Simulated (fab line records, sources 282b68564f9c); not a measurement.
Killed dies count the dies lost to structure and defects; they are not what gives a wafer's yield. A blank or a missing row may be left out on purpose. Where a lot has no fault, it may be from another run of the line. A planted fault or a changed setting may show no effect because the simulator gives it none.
fab line records | flow rit-cmos
record: lots: 14 | wafers: 42 | last-day: 7
route steps=202 shown ACTIVE@15 NRETRO@62 GATE@95 NLDD@113 M1@202
lots that met no fault: taken from a fault-free run of the same line
start-h: hours from the record's first day to the start of the lot's first wafer shown | wait-h: hours from the lot's prior step to this one | " as in the row above | L1.1+2: a row that stands for several wafers | - no value present, or no start provided | * or withheld: withheld | < > ~ a bound
route shown NAME@n: a module of which the file shows steps, and the number in the route of the first | usual: the fault-free wafers' mean and standard deviation | same: alike in all rows | chamber/n: place in a boat | sites: per-site readings | _std_site: standard deviation across them | _edge_site: outer sites' mean less inner sites' | radius-mm: for every site, how far away it sits from the centre of the wafer | mask NAME#n: copy n | behind: tool/chamber where the wafer was last shaped | hold: cause of the lot's hold/its duration in hours/its outcome | device: whichever transistor did not switch (one of n, p or np) | end of line: at the end of the route, the tests of the same wafers | where a step has no rows: the recipe by itself | killed: not the wafer's yield, but the dies lost to structure and defects at the first sort | map: a wafer's dies, marking killed ones x, the rest . and places with no die _
set.NAME: the setting the step ran with; set.NAME@STEP: the setting that earlier step ran with | model.NAME: the simulator's own value behind a step, which no gauge read
a sample of lots followed through the steps of the route, with each step as a table and each wafer as a row
services: when a tool's chamber went out of use (start-h, in hours from the record's first day, below 0 if earlier), for how many hours, and the reason
== steps ==
step: RIT_ACTIVE_STRIP_14
recipe: chemistry: O2 | time-s: 180 | resist: NOVOLAK | platen-temp-c: withheld | power-w: 500 | pressure-mtorr: 4000 | o2-flow-sccm: 4000
usual: drypump-motor-current-A: 5.6/0.39
lot.wafer | tool            | chamber | start-h | wait-h | drypump-motor-current-A | rf-hours-counter-h
L328.1    | plasma-asher-03 | 0       | 15.88   | 0.1    | 4.9                     | 40
L328.4    | "               | 1       | "       | "      | 5.9                     | -
L328.6    | "               | 1       | "       | "      | 5.9                     | -
L329.1    | plasma-asher-03 | 1       | 20.87   | 0.1    | 5.9                     | 41
L329.3    | "               | 1       | "       | "      | 5.9                     | -
L329.4    | "               | 0       | "       | "      | 4.9                     | -
L331.3    | plasma-asher-03 | 1       | 30.61   | 0.1    | 6.0                     | -
L331.4    | "               | 0       | "       | "      | 4.9                     | -
L331.5    | "               | 0       | "       | "      | 4.9                     | -
L332.2    | plasma-asher-02 | 1       | 35.51   | 0.1    | 6.0                     | 38
L332.4    | "               | 0       | "       | "      | 5.9                     | -
L332.6    | "               | 0       | "       | "      | 5.9                     | -
L333.1    | plasma-asher-03 | 1       | 41.28   | 0.1    | 5.9                     | 43
L333.2    | "               | 0       | "       | "      | 5.0                     | 43
L333.5    | "               | 0       | "       | "      | 5.0                     | -
L334.1    | plasma-asher-04 | 0       | 44.84   | 0.1    | 5.6                     | 21
L334.2    | "               | 1       | "       | "      | 5.5                     | 21
L334.6    | "               | 1       | "       | "      | 5.5                     | -
L335.3    | plasma-asher-04 | 0       | 51.92   | 0.1    | 5.6                     | -
L335.4    | "               | 1       | "       | "      | 5.5                     | -
L335.6    | "               | 1       | "       | "      | 5.5                     | -
L337.3    | plasma-asher-02 | 0       | 60.03   | 0.1    | 5.9                     | -
L337.4    | "               | 1       | "       | "      | 6.0                     | -
L337.6    | "               | 1       | "       | "      | 6.0                     | -
L338.1    | plasma-asher-03 | 1       | 67.22   | 0.1    | 5.9                     | 45
L338.2    | "               | 0       | "       | "      | 5.0                     | 45
L338.6    | "               | 1       | "       | "      | 5.9                     | -
L342.3    | plasma-asher-03 | 1       | 85.86   | 0.1    | 5.9                     | -
L342.5    | "               | 0       | "       | "      | 5.0                     | -
L342.6    | "               | 1       | "       | "      | 5.9                     | -
L344.3    | plasma-asher-02 | 1       | 95.03   | 0.1    | 6.0                     | -
L344.4    | "               | 0       | "       | "      | 5.9                     | -
L344.5    | "               | 0       | "       | "      | 5.9                     | -
L348.1    | plasma-asher-04 | 0       | 114.97  | 0.1    | 5.6                     | 27
L348.5    | "               | 1       | "       | "      | 5.5                     | -
L348.6    | "               | 0       | "       | "      | 5.5                     | -
L350.2    | plasma-asher-04 | 0       | 125.78  | 0.1    | 5.6                     | 29
L350.4    | "               | 1       | "       | "      | 5.5                     | -
L350.5    | "               | 0       | "       | "      | 5.6                     | -
L351.3    | plasma-asher-04 | 1       | 129.90  | 0.1    | 5.6                     | -
L351.4    | "               | 0       | "       | "      | 5.6                     | -
L351.5    | "               | 1       | "       | "      | 5.5                     | -
step: RIT_NRETRO_STRIP_09
recipe: chemistry: O2 | time-s: 180 | resist: NOVOLAK | platen-temp-c: withheld | power-w: 500 | pressure-mtorr: 4000 | o2-flow-sccm: 4000
usual: drypump-motor-current-A: 5.5/0.42
lot.wafer | tool            | chamber | start-h | wait-h | drypump-motor-current-A | rf-hours-counter-h
L328.1    | plasma-asher-02 | 1       | 31.93   | 0.1    | 6.0                     | 38
L328.4    | "               | 1       | "       | "      | 6.0                     | -
L328.6    | "               | 1       | "       | "      | 6.0                     | -
L329.1    | plasma-asher-01 | 1       | 37.13   | 0.1    | 4.8                     | 41
L329.3    | "               | 0       | "       | "      | 5.4                     | -
L329.4    | "               | 1       | "       | "      | 4.8                     | -
L331.3    | plasma-asher-04 | 1       | 48.30   | 0.1    | 5.5                     | -
L331.4    | "               | 0       | "       | "      | 5.6                     | -
L331.5    | "               | 0       | "       | "      | 5.6                     | -
L332.2    | plasma-asher-01 | 0       | 51.08   | 0.1    | 5.4                     | 42
L332.4    | "               | 1       | "       | "      | 4.8                     | -
L332.6    | "               | 0       | "       | "      | 5.4                     | -
L333.1    | plasma-asher-04 | 0       | 59.48   | 0.1    | 5.6                     | 22
L333.2    | "               | 1       | "       | "      | 5.5                     | 22
L333.5    | "               | 0       | "       | "      | 5.5                     | -
L334.1    | plasma-asher-04 | 0       | 63.82   | 0.1    | 5.6                     | 23
L334.2    | "               | 1       | "       | "      | 5.5                     | 23
L334.6    | "               | 1       | "       | "      | 5.5                     | -
L335.3    | plasma-asher-02 | 1       | 66.41   | 0.1    | 6.0                     | -
L335.4    | "               | 0       | "       | "      | 5.9                     | -
L335.6    | "               | 0       | "       | "      | 5.9                     | -
L337.3    | plasma-asher-01 | 0       | 77.67   | 0.1    | 5.4                     | -
L337.4    | "               | 1       | "       | "      | 4.8                     | -
L337.6    | "               | 0       | "       | "      | 5.4                     | -
L338.1    | plasma-asher-01 | 0       | 82.79   | 0.1    | 5.4                     | 46
L338.2    | "               | 1       | "       | "      | 4.8                     | 46
L338.6    | "               | 1       | "       | "      | 4.8                     | -
L342.3    | plasma-asher-04 | 0       | 102.18  | 0.1    | 5.6                     | -
L342.5    | "               | 1       | "       | "      | 5.5                     | -
L342.6    | "               | 0       | "       | "      | 5.6                     | -
L344.3    | plasma-asher-01 | 1       | 110.72  | 0.1    | 4.8                     | -
L344.4    | "               | 0       | "       | "      | 5.4                     | -
L344.5    | "               | 1       | "       | "      | 4.8                     | -
L348.1    | plasma-asher-02 | 1       | 132.25  | 0.1    | 6.0                     | 1
L348.5    | "               | 0       | "       | "      | 5.9                     | -
L348.6    | "               | 1       | "       | "      | 6.1                     | -
L350.2    | plasma-asher-01 | 1       | 140.89  | 0.1    | 4.8                     | 54
L350.4    | "               | 1       | "       | "      | 4.8                     | -
L350.5    | "               | 0       | "       | "      | 5.4                     | -
L351.3    | plasma-asher-02 | 1       | 149.18  | 0.1    | 6.0                     | -
L351.4    | "               | 0       | "       | "      | 5.9                     | -
L351.5    | "               | 1       | "       | "      | 6.0                     | -
step: RIT_GATE_ETCH_19
recipe: chemistry: SF6/CHF3/O2 | time-s: 165 | SF6_flow_sccm: 30 | CHF3_flow_sccm: 30 | O2_flow_sccm: 5 | target: poly-Si | pressure-mtorr: 40 | rf-w: 163 | target-depth-a: 3125 | over-etch-frac: 0.25 | stop-on: SiO2
usual: drypump-motor-current-A: 6.0/0.45 | oes-product-au: 0.842/0.018 | run-length-s: 193.2/0.52 | throttle-valve-pct: 10.23/0.17
lot.wafer | tool      | chamber | start-h | wait-h | drypump-motor-current-A | oes-product-au | rf-hours-counter-h | run-length-s | throttle-valve-pct
L328.1    | rie-si-01 | 2       | 40.88   | 0.1    | 6.3                     | 0.836          | 101                | 193.7        | 10.31
L328.4    | "         | 1       | "       | "      | 6.5                     | 0.851          | 2                  | 192.7        | 9.98
L328.6    | "         | 1       | "       | "      | 6.5                     | 0.836          | -                  | 192.8        | 9.97
L329.1    | rie-si-02 | 0       | 43.74   | 0.1    | 5.3                     | 0.841          | 47                 | 192.6        | 10.06
L329.3    | "         | 2       | "       | "      | 6.6                     | 0.821          | 28                 | 193.0        | 10.51
L329.4    | "         | 0       | "       | "      | 5.3                     | 0.820          | -                  | 192.7        | 10.04
L331.3    | rie-si-02 | 0       | 55.07   | 0.1    | 5.4                     | 0.839          | 47                 | 192.8        | 10.04
L331.4    | "         | 2       | "       | "      | 6.6                     | 0.821          | 28                 | 193.1        | 10.52
L331.5    | "         | 2       | "       | "      | 6.6                     | 0.828          | -                  | 192.9        | 10.51
L332.2    | rie-si-01 | 1       | 57.77   | 0.1    | 6.5                     | 0.851          | 2                  | 192.7        | 9.97
L332.4    | "         | 3       | "       | "      | 5.7                     | 0.858          | 110                | 192.9        | 10.24
L332.6    | "         | 3       | "       | "      | 5.6                     | 0.849          | -                  | 192.7        | 10.25
L333.1    | rie-si-02 | 0       | 69.25   | 0.1    | 5.3                     | 0.834          | 47                 | 193.0        | 10.04
L333.2    | "         | 2       | "       | "      | 6.5                     | 0.826          | 28                 | 193.3        | 10.51
L333.5    | "         | 0       | "       | "      | 5.4                     | 0.831          | -                  | 192.6        | 10.06
L334.1    | rie-si-01 | 1       | 71.06   | 0.1    | 6.5                     | 0.847          | 2                  | 192.3        | 9.97
L334.2    | "         | 2       | "       | "      | 6.4                     | 0.838          | 102                | 193.6        | 10.29
L334.6    | "         | 3       | "       | "      | 5.7                     | 0.857          | -                  | 193.0        | 10.25
L335.3    | rie-si-02 | 2       | 73.32   | 0.1    | 6.6                     | 0.820          | 28                 | 193.2        | 10.52
L335.4    | "         | 3       | "       | "      | 5.5                     | 0.980          | 106                | 152.1        | 10.43
L335.6    | "         | 1       | "       | "      | 5.8                     | 0.851          | -                  | 193.9        | 10.25
L337.3    | rie-si-02 | 3       | 86.18   | 0.1    | 5.5                     | 0.977          | 106                | 151.6        | 10.39
L337.4    | "         | 0       | "       | "      | 5.4                     | 0.820          | 48                 | 193.1        | 10.04
L337.6    | "         | 2       | "       | "      | 6.5                     | 0.826          | -                  | 193.2        | 10.51
L338.1    | rie-si-01 | 2       | 92.13   | 0.1    | 6.4                     | 0.849          | 102                | 193.3        | 10.30
L338.2    | "         | 1       | "       | "      | 6.5                     | 0.855          | 2                  | 192.3        | 9.97
L338.6    | "         | 2       | "       | "      | 6.3                     | 0.848          | -                  | 193.7        | 10.31
L342.3    | rie-si-01 | 0       | 109.66  | 0.1    | 6.1                     | 0.849          | 111                | 193.5        | 10.11
L342.5    | "         | 3       | "       | "      | 5.7                     | 0.870          | -                  | 192.9        | 10.23
L342.6    | "         | 2       | "       | "      | 6.4                     | 0.853          | -                  | 194.0        | 10.31
L344.3    | rie-si-01 | 0       | 117.32  | 0.1    | 6.1                     | 0.840          | 111                | 193.3        | 10.13
L344.4    | "         | 2       | "       | "      | 6.4                     | 0.840          | 102                | 193.5        | 10.32
L344.5    | "         | 2       | "       | "      | 6.3                     | 0.848          | -                  | 193.5        | 10.32
L348.1    | rie-si-01 | 0       | 141.39  | 0.1    | 6.0                     | 0.841          | 111                | 194.1        | 10.12
L348.5    | "         | 1       | "       | "      | 6.5                     | 0.857          | -                  | 192.7        | 9.97
L348.6    | "         | 2       | "       | "      | 6.3                     | 0.857          | -                  | 193.7        | 10.31
L350.2    | rie-si-01 | 2       | 148.97  | 0.1    | 6.4                     | 0.848          | 102                | 193.5        | 10.32
L350.4    | "         | 3       | "       | "      | 5.6                     | 0.868          | 111                | 193.0        | 10.23
L350.5    | "         | 2       | "       | "      | 6.4                     | 0.845          | -                  | 193.5        | 10.30
L351.3    | rie-si-02 | 0       | 157.43  | 0.1    | 5.4                     | 0.825          | 48                 | 192.9        | 10.04
L351.4    | "         | 3       | "       | "      | 5.5                     | 0.822          | 106                | 192.7        | 10.40
L351.5    | "         | 0       | "       | "      | 5.4                     | 0.812          | -                  | 192.6        | 10.04
step: RIT_NLDD_TW_MEAS_10
usual: NLDD_TW: 2499/17
lot.wafer | tool          | chamber | start-h | wait-h | NLDD_TW
L328.1    | film-metro-03 | -       | 45.62   | 0.1    | 2489
L328.4    | "             | -       | "       | "      | 2508
L328.6    | "             | -       | "       | "      | 2488
L329.1    | film-metro-03 | -       | 48.48   | 0.1    | 2498
L329.3    | "             | -       | "       | "      | 2499
L329.4    | "             | -       | "       | "      | 2509
L331.3    | film-metro-03 | -       | 61.15   | 0.1    | 2500
L331.4    | "             | -       | "       | "      | 2504
L331.5    | "             | -       | "       | "      | 2513
L332.2    | film-metro-04 | -       | 63.22   | 0.1    | 2506
L332.4    | "             | -       | "       | "      | 2501
L332.6    | "             | -       | "       | "      | 2512
L333.1    | film-metro-02 | -       | 74.12   | 0.1    | 2471
L333.2    | "             | -       | "       | "      | 2461
L333.5    | "             | -       | "       | "      | 2464
L334.1    | film-metro-02 | -       | 76.39   | 0.1    | 2473
L334.2    | "             | -       | "       | "      | 2459
L334.6    | "             | -       | "       | "      | 2469
L335.3    | film-metro-04 | -       | 78.95   | 0.1    | 2498
L335.6    | "             | -       | "       | "      | 2500
L337.4    | film-metro-03 | -       | 92.07   | 0.1    | 2484
L337.6    | "             | -       | "       | "      | 2504
L338.1    | film-metro-04 | -       | 97.11   | 0.1    | 2499
L338.2    | "             | -       | "       | "      | 2509
L338.6    | "             | -       | "       | "      | 2521
L342.3    | film-metro-04 | -       | 114.53  | 0.1    | 2495
L342.5    | "             | -       | "       | "      | 2498
L342.6    | "             | -       | "       | "      | 2498
L344.3    | film-metro-03 | -       | 122.68  | 0.1    | 2516
L344.4    | "             | -       | "       | "      | 2516
L344.5    | "             | -       | "       | "      | 2508
L348.1    | film-metro-03 | -       | 147.52  | 0.1    | 2513
L348.5    | "             | -       | "       | "      | 2501
L348.6    | "             | -       | "       | "      | 2503
L350.2    | film-metro-02 | -       | 154.46  | 0.1    | 2488
L350.4    | "             | -       | "       | "      | 2484
L350.5    | "             | -       | "       | "      | 2481
L351.3    | film-metro-03 | -       | 162.91  | 0.1    | 2494
L351.4    | "             | -       | "       | "      | 2519
L351.5    | "             | -       | "       | "      | 2499
step: RIT_M1_PROBE_99
usual: killed-at-contacts: 0.0/0.2 | killed-at-front-end: 6.6/2.9 | killed-dies: 6.6/3 | killed-on-rim: 1.7/1.4 | killed-open: 3.4/2 | killed-short: 3.2/2
same: gross-dies: 264 | killed_at_M0_to_M3: 0 | killed_at_M4_up: 0 | killed-at-back-side: 0 | killed-at-other: 0
lot.wafer | tool      | chamber | start-h | wait-h | killed-at-contacts | killed-at-front-end | killed-dies | killed-on-rim | killed-open | killed-short
L328.1    | prober-01 | -       | 60.81   | 0.1    | 0                  | 4                   | 4           | 2             | 1           | 3
L328.4    | prober-01 | -       | 60.96   | 0.2    | 0                  | 7                   | 7           | 0             | 4           | 3
L328.6    | prober-01 | -       | 61.06   | 0.2    | 0                  | 7                   | 7           | 2             | 2           | 5
L335.3    | prober-01 | -       | 94.14   | 0.2    | 0                  | 4                   | 4           | 0             | 4           | 0
L335.4    | prober-01 | -       | 94.19   | 0.2    | 0                  | 227                 | 227         | 70            | 2           | 2
L335.6    | prober-01 | -       | 94.29   | 0.2    | 0                  | 8                   | 8           | 5             | 3           | 5
L337.3    | prober-01 | -       | 107.05  | 0.2    | 0                  | 231                 | 231         | 70            | 6           | 4
L337.4    | prober-01 | -       | 107.10  | 0.2    | 0                  | 6                   | 6           | 0             | 3           | 3
L337.6    | prober-01 | -       | 107.20  | 0.2    | 0                  | 3                   | 3           | 1             | 2           | 1
L338.1    | prober-02 | -       | 112.28  | 0.1    | 0                  | 8                   | 8           | 1             | 5           | 3
L338.2    | prober-02 | -       | 112.33  | 0.1    | 0                  | 2                   | 2           | 0             | 1           | 1
L338.6    | prober-02 | -       | 112.53  | 0.2    | 0                  | 6                   | 6           | 2             | 6           | 0
L348.1    | prober-02 | -       | 162.99  | 0.1    | 0                  | 6                   | 6           | 2             | 4           | 2
L348.5    | prober-02 | -       | 163.19  | 0.2    | 0                  | 13                  | 13          | 6             | 9           | 4
L348.6    | prober-02 | -       | 163.24  | 0.2    | 0                  | 4                   | 4           | 1             | 1           | 3
L351.3    | prober-01 | -       | 177.93  | 0.2    | 0                  | 7                   | 7           | 1             | 4           | 3
L351.4    | prober-01 | -       | 177.98  | 0.2    | 0                  | 6                   | 6           | 1             | 1           | 5
L351.5    | prober-01 | -       | 178.03  | 0.2    | 0                  | 8                   | 8           | 3             | 3           | 5
killed by level:class
L328.1 FOX1:geometric-particle:short=1 GATE:geometric-particle:short=1 REOX:geometric-particle:short=1 SILICIDE:geometric-particle:open=1
L328.4 FOX1:geometric-particle:open=2 FOX2:geometric-particle:open=1 FOX2:geometric-particle:short=1 REOX:geometric-particle:short=1 SPACER:geometric-particle:open=1 SILICIDE:geometric-particle:short=1
L328.6 GATE:geometric-particle:short=2 FOX1:geometric-particle:short=1 FOX2:geometric-particle:open=1 GATE:geometric-particle:open=1 REOX:geometric-particle:short=1 SPACER:geometric-particle:short=1
L335.3 REOX:geometric-particle:open=2 GATE:geometric-particle:open=1 SILICIDE:geometric-particle:open=1
L335.4 GATE:area-etch=223 SILICIDE:geometric-particle:open=2 GATE:geometric-particle:short=1 SILICIDE:geometric-particle:short=1
L335.6 GATE:geometric-particle:short=4 FOX1:geometric-particle:open=2 SPACER:geometric-particle:open=1 SPACER:geometric-particle:short=1
L337.3 GATE:area-etch=221 GATE:geometric-particle:open=4 GATE:geometric-particle:short=3 REOX:geometric-particle:open=1 SPACER:geometric-particle:open=1 SILICIDE:geometric-particle:short=1
L337.4 GATE:geometric-particle:open=2 GATE:geometric-particle:short=2 REOX:geometric-particle:open=1 SILICIDE:geometric-particle:short=1
L337.6 FOX2:geometric-particle:open=2 SILICIDE:geometric-particle:short=1
L338.1 SPACER:geometric-particle:open=2 FOX2:geometric-particle:open=1 FOX2:geometric-particle:short=1 GATE:geometric-particle:short=1 GATE:geometric-particle:open=1 REOX:geometric-particle:open=1 SPACER:geometric-particle:short=1
L338.2 FOX2:geometric-particle:short=1 GATE:geometric-particle:open=1
L338.6 GATE:geometric-particle:open=4 SPACER:geometric-particle:open=1 SILICIDE:geometric-particle:open=1
L348.1 GATE:geometric-particle:open=3 ACTIVE:geometric-particle:short=1 GATE:geometric-particle:short=1 SILICIDE:geometric-particle:open=1
L348.5 GATE:geometric-particle:open=7 SILICIDE:geometric-particle:short=2 FOX1:geometric-particle:open=1 GATE:geometric-particle:short=1 SPACER:geometric-particle:short=1 SILICIDE:geometric-particle:open=1
L348.6 FOX1:geometric-particle:short=2 GATE:geometric-particle:short=1 GATE:geometric-particle:open=1
L351.3 GATE:geometric-particle:open=2 FOX1:geometric-particle:open=1 FOX1:geometric-particle:short=1 FOX2:geometric-particle:open=1 REOX:geometric-particle:short=1 SPACER:geometric-particle:short=1
L351.4 GATE:geometric-particle:short=3 SPACER:geometric-particle:open=1 SPACER:geometric-particle:short=1 SILICIDE:geometric-particle:short=1
L351.5 GATE:geometric-particle:open=2 SILICIDE:geometric-particle:short=2 FOX1:geometric-particle:short=1 FOX2:geometric-particle:short=1 GATE:geometric-particle:short=1 SPACER:geometric-particle:open=1
== services ==
tool            | chamber | start-h | hours | kind
rie-si-02       | 3       | -2.04   | 2.9   | repair
plasma-asher-01 | -       | -1.62   | 14.6  | pm
rie-si-01       | 0       | 28.44   | 3.5   | repair
plasma-asher-04 | -       | 33.20   | 1.2   | repair
rie-si-01       | -       | 39.48   | 0.4   | repair
rie-si-02       | 1       | 41.26   | 5.3   | repair
plasma-asher-02 | -       | 43.47   | 2.2   | repair
plasma-asher-03 | -       | 68.20   | 8.0   | repair
plasma-asher-04 | -       | 69.16   | 10.0  | pm
plasma-asher-01 | -       | 90.33   | 1.3   | repair
plasma-asher-04 | -       | 95.39   | 2.0   | repair
plasma-asher-02 | -       | 108.75  | 9.0   | pm
plasma-asher-02 | 0       | 108.75  | 9.0   | vent-cycle
plasma-asher-02 | 1       | 108.75  | 9.0   | vent-cycle
plasma-asher-02 | 0       | 117.75  | -     | clean
plasma-asher-02 | 1       | 117.75  | -     | clean
plasma-asher-02 | -       | 135.05  | 4.4   | repair
== key ==
first-sign: step: RIT_GATE_ETCH_19 | reading: run-length-s | direction: down | sigmas: 79 | usual: * | struck: *
effect: step: RIT_GATE_ETCH_19 | reading: oes-product-au | direction: up | sigmas: 7.7 | usual: 0.842 | struck: 0.978
effect: step: RIT_M1_PROBE_99 | reading: killed-at-front-end | direction: up | sigmas: 76 | usual: 6.6 | struck: 229
more-kills-born-at: RIT_GATE_ETCH_19@rie-si-02: 444
met-at RIT_GATE_ETCH_19
struck-lots L335,L337
struck-wafers L335.4,L337.3
later-rows-left-out L335.4,L337.3
tester-left-out L335,L337
not-acting-at RIT_ACTIVE_STRIP_14,RIT_NRETRO_STRIP_09,RIT_NLDD_TW_MEAS_10
fault: kind: process-parameter-drift | tool: rie-si-02 | chamber: 3 | onset-h: 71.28 | steps: RIT_GATE_ETCH_19 | channel: time-s | offset: * | shape: step | end-h: 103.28 | stated: *
tester-left-out: of these lots the tester's yield and bins aren't shown, on N5 and GAA mostly nor the transistor test; their killed dies are dies lost to structure and defects alone, not to doping, threshold or leakage, so they don't give the yield
later-rows-left-out: the simulator's readings of these wafers behind a module that went badly wrong aren't trusted and aren't shown, but for the sort
